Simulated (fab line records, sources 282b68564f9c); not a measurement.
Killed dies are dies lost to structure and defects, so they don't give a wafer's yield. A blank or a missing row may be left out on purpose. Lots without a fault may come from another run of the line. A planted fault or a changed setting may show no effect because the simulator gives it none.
Which tool did it? | flow rit_cmos | 14 lots, 42 wafers sampled, at 3 steps of a route of 202

WHAT THE GAUGES READ, wafer by wafer
RIT_CONTACT_THK_MEAS_01. Usual: CONTACT_TEOS_THK 400 nm, standard deviation 5.3.
lot  | measured    | on            | CONTACT_TEOS_THK (nm) | flag
L920 | day 3 03:53 | film_metro-03 | 396 399 409           |
L921 | day 3 07:33 | film_metro-04 | 401 397 400           |
L922 | day 3 13:07 | film_metro-04 | 401 409 404           |
L923 | day 3 18:07 | film_metro-04 | 395 402 402           |
L926 | day 4 09:31 | film_metro-03 | 409 404 416           |
L927 | day 4 14:16 | film_metro-03 | 397 390 401           |
L929 | day 5 00:49 | film_metro-02 | 401 406 409           |
L931 | day 5 10:47 | film_metro-04 | 0 0 0                 | OFF
L932 | day 5 14:32 | film_metro-02 | 0 0 0                 | OFF
L939 | day 7 01:01 | film_metro-02 | 397 400 396           |
L940 | day 7 07:23 | film_metro-03 | 401 401 410           |
L941 | day 7 11:00 | film_metro-04 | 399 394 406           |
L942 | day 7 18:11 | film_metro-02 | 393 388 400           |
L943 | day 7 22:35 | film_metro-03 | 398 407 400           |

RIT_CONTACT_CD_MEAS_90: target cd 1000 nm. Usual: cd_nm 1000.0 nm, standard deviation 2.4.
lot  | measured    | on        | cd_nm (nm)           | flag
L920 | day 3 05:35 | cd_sem-01 | 999.6 998.4 998.4    |
L921 | day 3 09:22 | cd_sem-01 | 1002.8 1000.1 1000.5 |
L922 | day 3 14:58 | cd_sem-01 | 999.9 1002.7 1001.1  |
L923 | day 3 19:56 | cd_sem-01 | 996.1 994.9 996.1    |
L926 | day 4 11:13 | cd_sem-01 | 998.7 999.1 999.1    |
L927 | day 4 15:58 | cd_sem-01 | 999.4 998.4 998.3    |
L929 | day 5 02:44 | cd_sem-01 | 998.5 998.9 998.1    |
L931 | day 5 12:37 | cd_sem-01 | - - -                | OFF
L932 | day 5 16:28 | cd_sem-01 | - - -                | OFF
L939 | day 7 02:58 | cd_sem-01 | 998.2 998.5 1002.8   |
L940 | day 7 09:22 | cd_sem-01 | 995.5 993.9 997.9    |
L941 | day 7 12:42 | cd_sem-01 | 1001.3 1002.2 1000.8 |
L942 | day 7 19:53 | cd_sem-01 | 998.5 999.0 997.7    |
L943 | day 8 00:26 | cd_sem-01 | 1005.5 1003.2 1004.1 |

WHICH TOOL RAN EACH LOT (tool, then ch and the chambers of the sampled wafers, then the start)
lot  | RIT_CONTACT_CVD_00
L920 | pecvd-02 ch 0,2, day 3 03:50
L921 | pecvd-03 ch 0,2, day 3 07:29
L922 | pecvd-01 ch 0,1,2, day 3 13:04
L923 | pecvd-02 ch 1,2, day 3 18:04
L926 | pecvd-02 ch 1,2, day 4 09:26
L927 | pecvd-03 ch 0,2, day 4 14:13
L929 | pecvd-02 ch 1,2, day 5 00:45
L931 | pecvd-01 ch 0,1, day 5 10:43
L932 | pecvd-02 ch 0,1, day 5 14:29
L939 | pecvd-03 ch 0,1,2, day 7 00:58
L940 | pecvd-01 ch 0,1, day 7 07:19
L941 | pecvd-02 ch 0,1,2, day 7 10:57
L942 | pecvd-03 ch 0,2, day 7 18:08
L943 | pecvd-01 ch 0,2, day 7 22:31
- RIT_CONTACT_CVD_00: deposits SiO2 from TEOS, target thk 400 nm, time 61 s.

WHAT THE TOOLS THEMSELVES READ (means of the sampled wafers that have a number; where no wafer has one, the mark that the record gives instead)
RIT_CONTACT_CVD_00. Usual: heater_power_w 307 W, standard deviation 51; rf_fwd_power_W 396.4 W, standard deviation 1.4.
lot  | tool     | heater_power_w (W) | rf_fwd_power_W (W) | flag
L920 | pecvd-02 | 399                | 395.3              |
L921 | pecvd-03 | 278                | 395.7              |
L922 | pecvd-01 | 296                | 396.8              |
L923 | pecvd-02 | 314                | 395.9              |
L926 | pecvd-02 | 317                | 396.0              |
L927 | pecvd-03 | 293                | 395.9              |
L929 | pecvd-02 | 353                | 395.9              |
L931 | pecvd-01 | -                  | -                  | OFF
L932 | pecvd-02 | -                  | -                  | OFF
L939 | pecvd-03 | 271                | 397.2              |
L940 | pecvd-01 | 283                | 397.6              |
L941 | pecvd-02 | 361                | 394.9              |
L942 | pecvd-03 | 275                | 395.4              |
L943 | pecvd-01 | 348                | 395.3              |

THE ANSWER, worked out from the rows above alone
Rule: a lot is off if the mean of its wafers that have a number lies more than 3 standard deviations from the usual mean. A lot without any number at a reading at which 4 lots or more have one is off too. The other lots that the step has rows for count as sound. The gauges are gone through in route order, then the tools' own readings, and for those a lot's mean is taken as printed above. The first step at which some lot is off is used, and at that step the reading that is off furthest; a lot without a number counts as furthest.
Off: L931, L932, at RIT_CONTACT_THK_MEAS_01 (CONTACT_TEOS_THK).
A tool fits if, at a process step before that reading, it ran every lot that is off, and no sound lot after the first of them. The gauges at RIT_CONTACT_THK_MEAS_01 aren't tried: what is off there is off at RIT_CONTACT_CD_MEAS_90 too, on other tools, and a gauge's error can't cause that. None of those tried fits.

WHAT THE SIMULATOR HAD PUT IN
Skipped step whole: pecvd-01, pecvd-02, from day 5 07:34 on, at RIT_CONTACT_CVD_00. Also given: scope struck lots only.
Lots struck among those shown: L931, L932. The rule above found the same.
